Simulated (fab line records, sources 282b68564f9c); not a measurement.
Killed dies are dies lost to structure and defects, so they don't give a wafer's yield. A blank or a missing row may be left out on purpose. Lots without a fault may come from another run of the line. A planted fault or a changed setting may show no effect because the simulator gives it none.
Which tool did it? | flow rit_cmos | 14 lots, 42 wafers sampled, at 2 steps of a route of 202

WHAT THE GAUGES READ, wafer by wafer
The record holds no reading of a measuring or inspecting step that can be judged against a usual standard deviation.

WHICH TOOL RAN EACH LOT (tool, then ch and the chambers of the sampled wafers, then the start)
lot  | RIT_NSD_IMPLANT_08             | RIT_M1_PROBE_99
L438 | implanter-03 ch 0, day 3 04:05 | -
L439 | implanter-04 ch 0, day 3 09:42 | -
L440 | implanter-03 ch 0, day 3 19:55 | prober-01, day 4 05:45
L441 | implanter-04 ch 0, day 4 00:29 | prober-02, day 4 10:28
L446 | implanter-04 ch 0, day 5 01:37 | -
L449 | implanter-04 ch 0, day 5 12:03 | -
L450 | implanter-03 ch 0, day 5 17:04 | prober-01, day 6 02:51
L451 | implanter-02 ch 0, day 5 21:11 | prober-02, day 6 07:10
L453 | implanter-03 ch 0, day 6 07:32 | -
L456 | implanter-03 ch 0, day 6 22:24 | -
L458 | implanter-03 ch 0, day 7 07:48 | -
L459 | implanter-03 ch 0, day 7 12:50 | -
L460 | implanter-02 ch 0, day 7 14:59 | -
L461 | implanter-03 ch 0, day 7 20:14 | prober-02, day 8 05:52
- RIT_NSD_IMPLANT_08
- RIT_M1_PROBE_99

WHAT THE TOOLS THEMSELVES READ (means of the sampled wafers that have a number; where no wafer has one, the mark that the record gives instead)
RIT_NSD_IMPLANT_08. Usual: beam_energy_keV 24.997, standard deviation 0.0075; faraday_current_uA 3140, standard deviation 66.
lot  | tool         | beam_energy_keV | faraday_current_uA | flag
L438 | implanter-03 | 24.998          | 3072               |
L439 | implanter-04 | 25.002          | 3107               |
L440 | implanter-03 | 24.992          | 3124               |
L441 | implanter-04 | 24.992          | 3058               |
L446 | implanter-04 | 24.145          | 3122               | OFF
L449 | implanter-04 | 24.144          | 3182               | OFF
L450 | implanter-03 | 24.996          | 3093               |
L451 | implanter-02 | 24.995          | 3165               |
L453 | implanter-03 | 25.000          | 3155               |
L456 | implanter-03 | 24.991          | 3170               |
L458 | implanter-03 | 25.006          | 3133               |
L459 | implanter-03 | 24.988          | 3180               |
L460 | implanter-02 | 25.003          | 3203               |
L461 | implanter-03 | 24.997          | 3148               |

RIT_M1_PROBE_99. Usual: killed_at_M0_to_M3 0.0, standard deviation 0.083; killed_at_contacts 0.1, standard deviation 0.36; killed_at_front_end 7, standard deviation 3.1; killed_dies 7, standard deviation 3.1; killed_open 3.6, standard deviation 2.1; killed_short 3.2, standard deviation 1.9.
lot  | tool      | killed_at_M0_to_M3 | killed_at_contacts | killed_at_front_end | killed_dies | killed_open | killed_short | flag
L440 | prober-01 | 0.0                | 0.0                | 5                   | 5           | 2.3         | 2.7          |
L441 | prober-02 | 0.0                | 0.0                | 7                   | 7           | 2.7         | 4.0          |
L450 | prober-01 | 0.0                | 0.0                | 9                   | 9           | 4.3         | 4.0          |
L451 | prober-02 | 0.0                | 0.0                | 8                   | 8           | 4.0         | 4.3          |
L461 | prober-02 | 0.0                | 0.0                | 11                  | 11          | 6.3         | 4.7          |

THE ANSWER, worked out from the rows above alone
Rule: a lot is off if the mean of its wafers that have a number lies more than 3 standard deviations from the usual mean. A lot without any number at a reading at which 4 lots or more have one is off too. The other lots that the step has rows for count as sound. The gauges are gone through in route order, then the tools' own readings, and for those a lot's mean is taken as printed above. The first step at which some lot is off is used, and at that step the reading that is off furthest; a lot without a number counts as furthest.
Off: L446, L449, at RIT_NSD_IMPLANT_08 (beam_energy_keV).
A tool fits if, at that step or a process step before it, it ran every lot that is off, and no sound lot after the first of them. One fits: implanter-04 at RIT_NSD_IMPLANT_08. Its last sound lot is L441 (day 4 00:29), its first lot that is off L446 (day 5 01:37): a fault that began between those two fits.
The tool's own readings at RIT_NSD_IMPLANT_08 bear it out: on the lots that are off they differ by more than 5 times the standard deviation of the sound lots' means. beam_energy_keV reads 24.145 there against 24.997 on the sound lots.

WHAT THE SIMULATOR HAD PUT IN
Process parameter drift: implanter-04, from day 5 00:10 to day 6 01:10, at RIT_NSD_IMPLANT_08. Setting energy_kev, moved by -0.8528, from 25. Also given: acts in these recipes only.
Lots struck among those shown: L446, L449. The rule above found the same.
